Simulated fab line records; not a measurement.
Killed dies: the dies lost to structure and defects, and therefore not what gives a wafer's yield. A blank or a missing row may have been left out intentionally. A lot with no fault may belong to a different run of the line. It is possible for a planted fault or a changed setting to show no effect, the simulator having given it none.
Which of the tools did it?    flow ritCmos    14 lots with 42 wafers sampled at 6 steps, on a route of 202 steps

WHAT THE GAUGES READ, wafer by wafer
RIT_ACTIVE_THK_MEAS_04.
lot   measured     on            ACTIVE_NITRIDE_THK (nm)
L196  day 1 13:32  filmMetro-03  148.4 148.0 147.4
L197  day 1 18:58  filmMetro-02  150.1 151.3 150.6
L199  day 2 04:32  filmMetro-02  149.0 149.6 148.4
L201  day 2 15:22  filmMetro-01  149.2 149.9 148.6
L202  day 2 21:55  filmMetro-03  148.8 148.9 149.1
L204  day 3 06:15  filmMetro-03  151.3 150.9 150.7
L206  day 3 15:50  filmMetro-03  148.3 148.6 149.9
L207  day 3 22:49  filmMetro-02  299.3 298.7 297.5
L208  day 4 04:32  filmMetro-02  300.2 301.6 300.4
L209  day 4 06:44  filmMetro-02  151.5 149.3 150.0
L213  day 5 02:34  filmMetro-03  148.6 149.1 147.3
L214  day 5 10:11  filmMetro-03  147.5 147.8 149.4
L215  day 5 13:37  filmMetro-03  151.9 151.8 152.0
L218  day 6 05:22  filmMetro-02  151.7 152.1 151.8

RIT_NWELL_TW_MEAS_10.
lot   measured     on            NWELL_TW
L196  day 1 21:28  filmMetro-02  2147 2169 2146
L197  day 2 03:42  filmMetro-01  2151 2146 2148
L199  day 2 14:27  filmMetro-04  2132 2134 2129
L201  day 3 00:15  filmMetro-04  2140 2134 2136
L202  day 3 05:27  filmMetro-04  2136 2133 2143
L204  day 3 13:46  filmMetro-04  2141 2131 2142
L206  day 3 23:32  filmMetro-01  2166 2148 2160
L209  day 4 15:52  filmMetro-01  2157 2158 2167
L213  day 5 12:58  filmMetro-02  2157 2141 2159
L214  day 5 18:12  filmMetro-02  2154 2147 2170
L215  day 5 21:44  filmMetro-01  2164 2171 2163
L218  day 6 12:52  filmMetro-02  2152 2150 2163

RIT_WELLDRIVE_RS_MEAS_01: uses a four-point probe to measure.
lot   measured     on            NWELL_RS (ohm/sq)
L196  day 2 04:34  filmMetro-04  275.5 274.8 275.7
L197  day 2 10:37  filmMetro-01  274.7 275.8 275.4
L199  day 2 21:46  filmMetro-02  276.0 275.3 275.0
L201  day 3 07:10  filmMetro-04  275.4 275.5 274.9
L202  day 3 12:25  filmMetro-01  275.2 276.3 275.9
L204  day 3 20:40  filmMetro-04  276.7 276.8 276.6
L206  day 4 06:31  filmMetro-01  275.0 275.4 275.3
L209  day 4 23:18  filmMetro-01  274.2 274.6 274.7
L213  day 5 21:05  filmMetro-04  275.9 275.7 276.2
L214  day 6 02:10  filmMetro-01  275.6 275.1 275.1
L215  day 6 05:08  filmMetro-04  274.8 275.7 275.3
L218  day 6 20:17  filmMetro-01  275.3 275.3 275.3

WHICH TOOL RAN EACH LOT (tool, then ch and the chambers of the sampled wafers, then the start)
lot   RIT_ACTIVE_CVD_03           RIT_ACTIVE_ETCH_13                RIT_ACTIVE_STRIP_14
L196  lpcvd-02 ch 0, day 1 12:07  rieDiel-01 ch 0,2, day 1 14:43    plasmaAsher-04 ch 1, day 1 14:50
L197  lpcvd-01 ch 1, day 1 17:31  rieDiel-01 ch 1,2,3, day 1 20:07  plasmaAsher-04 ch 0,1, day 1 20:19
L199  lpcvd-01 ch 0, day 2 03:07  rieDiel-01 ch 0,1, day 2 05:50    plasmaAsher-03 ch 1, day 2 05:58
L201  lpcvd-01 ch 1, day 2 13:56  rieDiel-04 ch 1,2, day 2 16:40    plasmaAsher-03 ch 0,1, day 2 16:52
L202  lpcvd-01 ch 0, day 2 20:29  rieDiel-04 ch 0,2,3, day 2 23:13  plasmaAsher-02 ch 0,1, day 2 23:20
L204  lpcvd-02 ch 0, day 3 04:49  rieDiel-04 ch 0,3, day 3 07:25    plasmaAsher-03 ch 0,1, day 3 07:36
L206  lpcvd-01 ch 1, day 3 14:23  rieDiel-04 ch 0,2,3, day 3 17:06  plasmaAsher-04 ch 0,1, day 3 17:18
L207  lpcvd-02 ch 1, day 3 19:49  rieDiel-04 ch 1,3, day 4 00:44    plasmaAsher-03 ch 0,1, day 4 00:52
L208  lpcvd-02 ch 1, day 4 00:07  rieDiel-04 ch 0,2,3, day 4 05:58  plasmaAsher-03 ch 0,1, day 4 06:07
L209  lpcvd-02 ch 0, day 4 05:19  rieDiel-02 ch 0,1, day 4 07:55    plasmaAsher-03 ch 0,1, day 4 08:02
L213  lpcvd-02 ch 1, day 5 01:08  rieDiel-04 ch 1,2,3, day 5 03:55  plasmaAsher-04 ch 0,1, day 5 04:03
L214  lpcvd-02 ch 0, day 5 08:46  rieDiel-04 ch 0,1, day 5 11:22    plasmaAsher-04 ch 0,1, day 5 11:30
L215  lpcvd-02 ch 1, day 5 12:13  rieDiel-02 ch 0,2,3, day 5 14:48  plasmaAsher-03 ch 0,1, day 5 14:56
L218  lpcvd-02 ch 0, day 6 03:55  rieDiel-02 ch 1,2,3, day 6 06:52  plasmaAsher-02 ch 0,1, day 6 07:00
- RIT_ACTIVE_CVD_03: deposits Si3N4 from SiH2Cl2/NH3, target thk 150 nm, time 1500 s.
- RIT_ACTIVE_ETCH_13: etches Si3N4 in SF6, stops on SiO2, time 210 s, target depth 210 nm.
- RIT_ACTIVE_STRIP_14: strips in O2, time 180 s.

AS READ BY THE TOOLS THEMSELVES (means over the sampled wafers that have a number; for cases with no such wafer, the mark the record gives instead)
RIT_ACTIVE_CVD_03.
lot   tool      nh3FlowSccm (sccm)
L196  lpcvd-02  149.6
L197  lpcvd-01  150.2
L199  lpcvd-01  149.9
L201  lpcvd-01  149.7
L202  lpcvd-01  150.3
L204  lpcvd-02  149.5
L206  lpcvd-01  150.4
L207  lpcvd-02  149.8
L208  lpcvd-02  150.5
L209  lpcvd-02  149.8
L213  lpcvd-02  150.0
L214  lpcvd-02  149.8
L215  lpcvd-02  150.0
L218  lpcvd-02  149.8

RIT_ACTIVE_ETCH_13.
lot   tool        drypumpMotorCurrentA (A)  oesProductAu (a.u.)  throttleValvePct (%)
L196  rieDiel-01  5.9                       0.834                7.59
L197  rieDiel-01  5.4                       0.826                7.45
L199  rieDiel-01  5.2                       0.841                7.48
L201  rieDiel-04  5.8                       0.822                7.53
L202  rieDiel-04  5.7                       0.822                7.43
L204  rieDiel-04  5.8                       0.819                7.40
L206  rieDiel-04  5.7                       0.823                7.43
L207  rieDiel-04  5.3                       0.988                7.62
L208  rieDiel-04  5.7                       1.005                7.43
L209  rieDiel-02  5.8                       0.826                7.70
L213  rieDiel-04  5.5                       0.812                7.55
L214  rieDiel-04  5.8                       0.809                7.49
L215  rieDiel-02  6.1                       0.831                7.59
L218  rieDiel-02  6.2                       0.829                7.63

RIT_ACTIVE_STRIP_14.
lot   tool            drypumpMotorCurrentA (A)
L196  plasmaAsher-04  5.2
L197  plasmaAsher-04  5.7
L199  plasmaAsher-03  5.1
L201  plasmaAsher-03  5.8
L202  plasmaAsher-02  5.2
L204  plasmaAsher-03  5.7
L206  plasmaAsher-04  5.7
L207  plasmaAsher-03  5.8
L208  plasmaAsher-03  5.8
L209  plasmaAsher-03  5.4
L213  plasmaAsher-04  5.5
L214  plasmaAsher-04  5.7
L215  plasmaAsher-03  5.8
L218  plasmaAsher-02  5.8

THE ANSWER, worked out from the rows above alone
Rule: what is usual is taken from the lots themselves. Put in order of their means at a reading, lots are off if they are a third of the lots or fewer, leave a main group of 4 or more, and stand apart from it by a gap of 3 or more times the standard deviation of the main group's means; of several such gaps the widest counts. The tables above print the reading to a certain number of digits; a main group whose means all agree to those digits is not used. A lot without any number at a reading at which 4 lots or more have one is off too. All remaining lots with rows at the step are treated as sound. The gauges are gone through in route order, then the tools' own readings, and for those a lot's mean is taken as printed above. At the first step where some lot is off, the reading lying furthest off is the one used; lots without a number count as furthest.
Off: L207, L208, seen at RIT_ACTIVE_THK_MEAS_04 (ACTIVE_NITRIDE_THK). For the main group the mean is 149.7 nm and the standard deviation 1.3.
If a tool, at a process step before that reading, ran all the lots that are off and no sound lot after the first of them, it fits. The gauges at RIT_ACTIVE_THK_MEAS_04 aren't tried: what is off there is off at RIT_ACTIVE_ETCH_13 too, on other tools, and a gauge's error can't cause that. None of those tried fits.

WHAT HAD BEEN PUT IN BY THE SIMULATOR
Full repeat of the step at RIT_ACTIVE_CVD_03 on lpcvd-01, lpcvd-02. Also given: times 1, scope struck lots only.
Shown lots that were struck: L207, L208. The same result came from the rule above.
